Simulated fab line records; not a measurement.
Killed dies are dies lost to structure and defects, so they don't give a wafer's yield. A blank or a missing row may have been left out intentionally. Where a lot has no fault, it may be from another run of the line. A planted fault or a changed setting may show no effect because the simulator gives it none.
Lot-split experiment    flow ritCmos    5 lots, 23 wafers read, on a route of 202 steps

THE SPLIT ITSELF
At RIT_NRETRO_COAT_01 (resist thk 1300 nm), the setting spinRpm was moved away from the recipe's 2000 rpm on 11 of the 23 wafers read, by -5.4% to +3.8%. For the rest of the wafers, this setting stayed at what the recipe calls for.

FROM THE SPLIT TO THE READING: what the file shows between them, 3 steps
- RIT_NRETRO_SOFTBAKE_02: time 60 s
- RIT_NRETRO_EXPOSE_03: exposes mask M4, target cd 43900 nm
- RIT_NRETRO_DEVELOP_05: develop time 68 s

THE READING
NOVOLAK_of_NRETRO_COAT_01.thkNm (the simulator's own value, which no gauge read), in nm, at RIT_NRETRO_HARDBAKE_07 (time 120 s). The file gives no usual value for it. Average 1141 nm, standard deviation 1.8 nm, over the 12 wafers here run with the recipe.

wafer   tool, chamber at the split  spinRpm as run, rpm  against the recipe  NOVOLAK_of_NRETRO_COAT_01.thkNm, nm  against lot-mates on the recipe
L075.2  lithoTrack-02, 0            2000                 recipe              1143                                 -
L075.3  lithoTrack-02, 0            2076                 +3.8%               1119                                 -22
L075.4  lithoTrack-02, 0            2076                 +3.8%               1119                                 -22
L075.6  lithoTrack-02, 0            2076                 +3.8%               1119                                 -22
L075.5  lithoTrack-02, 0            2000                 recipe              1138                                 -
L077.2  lithoTrack-04, 0            2000                 recipe              1138                                 -
L077.3  lithoTrack-04, 0            1959                 -2.0%               1152                                 +13
L077.4  lithoTrack-04, 0            2000                 recipe              1140                                 -
L077.5  lithoTrack-04, 0            1959                 -2.0%               1151                                 +12
L077.6  lithoTrack-04, 0            1959                 -2.0%               1151                                 +12
L078.3  lithoTrack-02, 0            2000                 recipe              1139                                 -
L078.5  lithoTrack-02, 0            2000                 recipe              1139                                 -
L078.6  lithoTrack-02, 0            2000                 recipe              1143                                 -
L080.2  lithoTrack-04, 0            2000                 recipe              1141                                 -
L080.3  lithoTrack-04, 0            2000                 recipe              1142                                 -
L080.4  lithoTrack-04, 0            2048                 +2.4%               1125                                 -17
L080.5  lithoTrack-04, 0            2000                 recipe              1143                                 -
L080.6  lithoTrack-04, 0            2048                 +2.4%               1129                                 -13
L084.1  lithoTrack-01, 0            2000                 recipe              1140                                 -
L084.2  lithoTrack-01, 0            1892                 -5.4%               1174                                 +34
L084.3  lithoTrack-01, 0            1892                 -5.4%               1172                                 +32
L084.4  lithoTrack-01, 0            1892                 -5.4%               1170                                 +30
L084.5  lithoTrack-01, 0            2000                 recipe              1141                                 -

THE FIT
A straight line over all 23 wafers: NOVOLAK_of_NRETRO_COAT_01.thkNm changes by -5.72 nm for each +1% of spinRpm; r = -0.99; the points scatter about the line by 1.7 nm.
The same after taking each lot's own level away (the mean of its wafers on the recipe; 23 wafers): -5.83 nm for each +1%; r = -1.00; scatter 1.5 nm.
According to that fit, moving spinRpm by its largest amount changes the reading by 31 nm.
Measured against the standard deviation above, the lots' own levels, which go from 1139.0 to 1142.0 nm, span 1.7 times it.
Hence the lot-to-lot level has little effect on the slope; both slopes agree.
Check: +31 nm against its lot-mates is what the line predicts for one of the wafers moved furthest among these (-5.4%) when that wafer is left out of the fit. Against them it came out at +33.5 nm.

OTHER SPLITS APPLIED TO THESE WAFERS
Other splits were also applied to these wafers ahead of the reading. Each is held against what the fit with the lots' levels taken away leaves over:
other split on the same wafers   wafers away from the commonest value  r with NOVOLAK_of_NRETRO_COAT_01.thkNm (lot level and that fit taken away)
RIT_ACTIVE_OXIDATION_01 oxTimeS  18                                    -0.03
RIT_ACTIVE_COAT_06 spinRpm       6                                     +0.29
RIT_NWELL_IMPLANT_08 energyKev   9                                     -0.16

THE WHOLE CHAIN: every reading that the file lists as answering this split, in the file's order
step                    what it does        reading                                                                           change (the file's fit)               r (the file's)
RIT_NRETRO_COAT_01      resist thk 1300 nm  NOVOLAK_of_NRETRO_COAT_01.thkNm (the simulator's own value, which no gauge read)  -6.8 nm for each +1% of the setting   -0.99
RIT_NRETRO_HARDBAKE_07  time 120 s          NOVOLAK_of_NRETRO_COAT_01.thkNm (the simulator's own value, which no gauge read)  -5.86 nm for each +1% of the setting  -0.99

FILE'S OWN FIT
NOVOLAK_of_NRETRO_COAT_01.thkNm changes by -5.86 nm for each +1% of spinRpm, r = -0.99.
